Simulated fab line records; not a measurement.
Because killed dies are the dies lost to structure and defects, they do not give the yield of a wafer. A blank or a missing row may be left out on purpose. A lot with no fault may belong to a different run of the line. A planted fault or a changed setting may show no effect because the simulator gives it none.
Code-filled problem report in 8D (eight disciplines) form	flow rit cmos	the parts of the form that need people (team, actions taken, sign-off) are left out

1. THE PROBLEM
M1_AL_RS at RIT_M1_RS_MEAS_01 reads a mean of 0.1129 ohm/sq on 3 wafers of 1 lot; wafers without a fault read 0.0737 ohm/sq with a standard deviation of 0.00071. That is +55 standard deviations from the usual mean.
The step: measures by four-point-probe.
Earliest sighting: wafer L813.2 on film metro-02 at day 5 08:16. The record has a number at this step for 39 wafers belonging to 13 lots. The rule behind "out" and "out of limits": a value lying over 4 standard deviations away from the usual mean. The other wafers with a number count as sound.

2. WHAT IT IS, AND WHAT IT ISN'T
question	is	is not
which readings at this step	M1_AL_RS	-
which lots	L813	L803, L804, L805, L806, L807, L809, L812, L818, L820, L822, L824, L825
which wafers of those lots	all that have a number	-
read on which gauges	film metro-02	film metro-03, film metro-04
when	from day 5 08:16	up to then (21 sound wafers); but 15 sound wafers of L818, L820, L822, L824, L825 came after

3. SUSPECTS, AND WHAT RULES EACH OUT
Counting: a tool at a process step up to the reading stays a suspect if it ran every lot that is out and no sound lot after the first of them.
- the gauge at RIT_M1_RS_MEAS_01 has been ruled out. All the wafers that are out were read on film metro-02, but those of them that RIT_M1_METAL_ETCH_12 has rows for are out there too, on other tools.
- pvd sputter-04 at RIT_M1_SPUTTER_00 (material Al, target thk 400 nm, time 500 s): kept. It ran the lot that is out, L813 (day 5 07:56), and no sound lot after that; its last sound lot up to then is L809 (day 4 12:58).
After counting, what remains is pvd sputter-04 at RIT_M1_SPUTTER_00.

4. THE CAUSE (what the simulator had put in)
Process parameter drift: pvd sputter-04, from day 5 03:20 on, at RIT_M1_SPUTTER_00. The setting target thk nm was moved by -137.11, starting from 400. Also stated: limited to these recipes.
After counting, this tool was the only one left.

5. SEQUENCE OF EFFECTS, ordered by route
One row per reading whose mean, taken over the struck wafers that have a number, lies over 3 standard deviations from the usual. Only readings for which the record gives a usual standard deviation are gone through. hours: the time from each lot's start at the first step in this table that gives one to its start at this step, as a median over the lots. sigmas: the change in usual standard deviations.
hours	step	reading	usual	on struck wafers	change	sigmas
0	RIT_M1_RS_MEAS_01	M1_AL_RS	0.0737 ohm/sq	0.1129	+0.0392	+55
0	RIT_M1_THK_MEAS_02	M1_AL_THK	406 nm	268	-138	-29
1	RIT_M1_METAL_ETCH_12	oes product au	0.774 a.u.	0.632	-0.142	-8.9
Process steps it contains:
- RIT_M1_METAL_ETCH_12: etches Al in Cl2/BCl3, stops on SiO2, time 165 s, target depth 600 nm.

6. HOW IT WOULD HAVE BEEN CAUGHT EARLIER
The first out-of-limits reading at a measuring or inspecting step in this record came at day 5 08:16, 5 hours after the fault's start at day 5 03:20.
Tool readings at RIT_M1_SPUTTER_00 with a usual standard deviation given in the record: none out on any struck wafer, hence no alarm at a limit of 4 standard deviations on them.
All the lots that are out (1) had begun RIT_M1_SPUTTER_00 on pvd sputter-04 by day 5 08:16. Holding the tool at that point would not have protected any of them.
